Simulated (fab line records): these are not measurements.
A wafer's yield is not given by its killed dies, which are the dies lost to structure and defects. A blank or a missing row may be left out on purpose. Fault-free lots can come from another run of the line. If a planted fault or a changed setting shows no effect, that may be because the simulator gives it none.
A struck lot beside a sound one || flow rit cmos || 26 steps out of a route of 202
Sound: these wafers, L388.2, L388.3, L388.6. Struck: wafers L393.1, L393.4, L393.6. The cause is named last.
For every step that has rows: the tool of each side, followed by ch and its chambers, followed by its first start. Under that, the readings that differ: sound wafers || struck wafers || difference of the means || sigmas: that difference in standard deviations of wafers without a fault.
alike: same words and numbers on both sides, and readings whose means sit less than 2 such deviations apart. not compared: any withheld reading, any reading some wafer has no value for, any bound like >300 that may hide the same value, and any number with overlapping values for which the record gives no deviation.
The two part at a step that has a row with sigmas, a row that says differs or no value, or rows on one side only. Numbers that don't overlap but have no deviation are shown without sigmas and don't part them. A reading missing from all wafers of one side parts the sides only when that side holds two or more wafers.

RIT_ACTIVE_BOW_MEAS_00:
  sound: film metro-03 at day 1 10:01; struck: film metro-04 at day 2 11:00
  alike: INCOMING_BOW
then, 1 step without rows for these wafers: RIT_ACTIVE_OXIDATION_01 (target thk 46.8 nm, ox time 3360 s).
RIT_ACTIVE_THK_MEAS_02:
  sound: film metro-02 at day 1 12:31; struck: film metro-04 at day 2 14:12
  alike: ACTIVE_OXIDE_THK
RIT_ACTIVE_CVD_03: deposits Si3N4 from SiH2Cl2/NH3, target thk 150 nm, time 1500 s.
  sound on lpcvd-02 ch 0, day 1 12:34; struck on lpcvd-01 ch 0, day 2 14:16
{"reading": "model.Si3N4_of_ACTIVE_CVD_03.thk nm (nm)", "sound": "148.6 150.1 149.9", "struck": "130.6 130.9 130.6", "difference": -18.8, "sigmas": ""}
  alike: sih2cl2 flow sccm
RIT_ACTIVE_THK_MEAS_04:
  sound: film metro-04 at day 1 14:00; struck: film metro-02 at day 2 15:55
{"reading": "ACTIVE_NITRIDE_THK (nm)", "sound": "148.7 150.1 149.9", "struck": "130.7 130.8 130.6", "difference": -18.9, "sigmas": -13}
  not compared: hold
then, 5 steps without rows for these wafers: RIT_ACTIVE_COAT_06 (resist thk 1000 nm); RIT_ACTIVE_SOFTBAKE_07 (time 60 s); RIT_ACTIVE_EXPOSE_08 (exposes mask M1, target cd 1400 nm); RIT_ACTIVE_PEB_09; RIT_ACTIVE_DEVELOP_10 (develop time 50 s).
RIT_ACTIVE_CD_MEAS_11: the cd target is 1400 nm.
  sound: cd sem-01 at day 1 15:02; struck: cd sem-02 at day 2 22:10
  alike: cd nm
then, 1 step without rows for these wafers: RIT_ACTIVE_HARDBAKE_12 (time 60 s).
RIT_ACTIVE_ETCH_13: etches Si3N4 in SF6, stops on SiO2, time 210 s, target depth 210 nm.
  sound on rie diel-01 ch 0,1, day 1 15:17; struck on rie diel-01 ch 0,2,3, day 2 22:32
{"reading": "oes product au (a.u.)", "sound": "0.833 0.811 0.842", "struck": "0.757 0.754 0.757", "difference": -0.073, "sigmas": -7}
{"reading": "model.etch.depth nm (nm)", "sound": "148.6 150.1 149.9", "struck": "130.6 130.9 130.6", "difference": -18.8, "sigmas": ""}
{"reading": "model.ACTIVE.feature depth nm (nm)", "sound": "148.6 150.8 149.9", "struck": "130.9 131.5 130.6", "difference": -18.8, "sigmas": ""}
  alike: drypump motor current A, throttle valve pct
  not compared: rf hours counter h
RIT_ACTIVE_STRIP_14: strips in O2, time 180 s.
  sound on plasma asher-04 ch 0, day 1 15:26; struck on plasma asher-03 ch 0,1, day 2 22:40
{"reading": "drypump motor current A (A)", "sound": "6.5 6.5 6.5", "struck": "5.6 5.7 5.6", "difference": -0.9, "sigmas": -2}
  alike: o2 flow sccm
  not compared: rf hours counter h
RIT_ACTIVE_CD_MEAS_90: the cd target is 1400 nm.
  sound: cd sem-01 at day 1 15:37; struck: cd sem-01 at day 2 22:50
  alike: cd nm
then, 3 steps without rows for these wafers: RIT_ACTIVE_CLEAN_15 (cleans in SC1, time 600 s); RIT_ACTIVE_CLEAN_16 (cleans in dHF, time 30 s); RIT_ACTIVE_CLEAN_17 (cleans in SC2, time 600 s).
RIT_FOX1_OXIDATION_00: target thk 350.7 nm, ox time 1130 s.
  sound on furnace-01 ch 0, day 1 19:52; struck on furnace-03 ch 0, day 2 23:37
  not compared: model.SiO2_of_FOX1_OXIDATION_00.thk nm
RIT_FOX1_THK_MEAS_01:
  sound: film metro-01 at day 1 21:11; struck: film metro-03 at day 3 00:56
  alike: FOX1_OXIDE_THK
then, 2 steps without rows for these wafers: RIT_FOX1_WET_ETCH_02 (etches SiO2 in BOE, target depth 350 nm, time 390 s); RIT_FOX2_OXIDATION_00 (target thk 350.7 nm, ox time 1130 s).
RIT_FOX2_THK_MEAS_01:
  sound: film metro-01 at day 1 23:29; struck: film metro-02 at day 3 03:09
  alike: FOX2_OXIDE_THK
RIT_FOX2_CLEAN_02: cleans in dHF, time 180 s.
  sound on wet bench-04 ch 2, day 1 23:32; struck on wet bench-01 ch 3, day 3 03:13
{"reading": "model.Si3N4_of_ACTIVE_CVD_03.thk nm (nm)", "sound": "129.4 131 130.8", "struck": "111.4 111.6 111.4", "difference": -18.9, "sigmas": ""}
then, 1 step without rows for these wafers: RIT_FOX2_WET_ETCH_03 (etches Si3N4 in H3PO4, target depth 195 nm, time 2700 s).
RIT_M1_PROBE_99:
  sound: prober-01 at day 3 15:57; struck: prober-02 at day 5 00:33
{"reading": "hold", "sound": "- - -", "struck": "await dispo/2.6h/release", "difference": "no value on the sound wafers", "sigmas": ""}
  alike: killed_at_M0_to_M3, killed at contacts, killed at front end, killed dies, killed open, killed short

## WHERE THEY PART
First at RIT_ACTIVE_THK_MEAS_04; last, within this record, at RIT_M1_PROBE_99.

WHY: whatever the simulator had introduced
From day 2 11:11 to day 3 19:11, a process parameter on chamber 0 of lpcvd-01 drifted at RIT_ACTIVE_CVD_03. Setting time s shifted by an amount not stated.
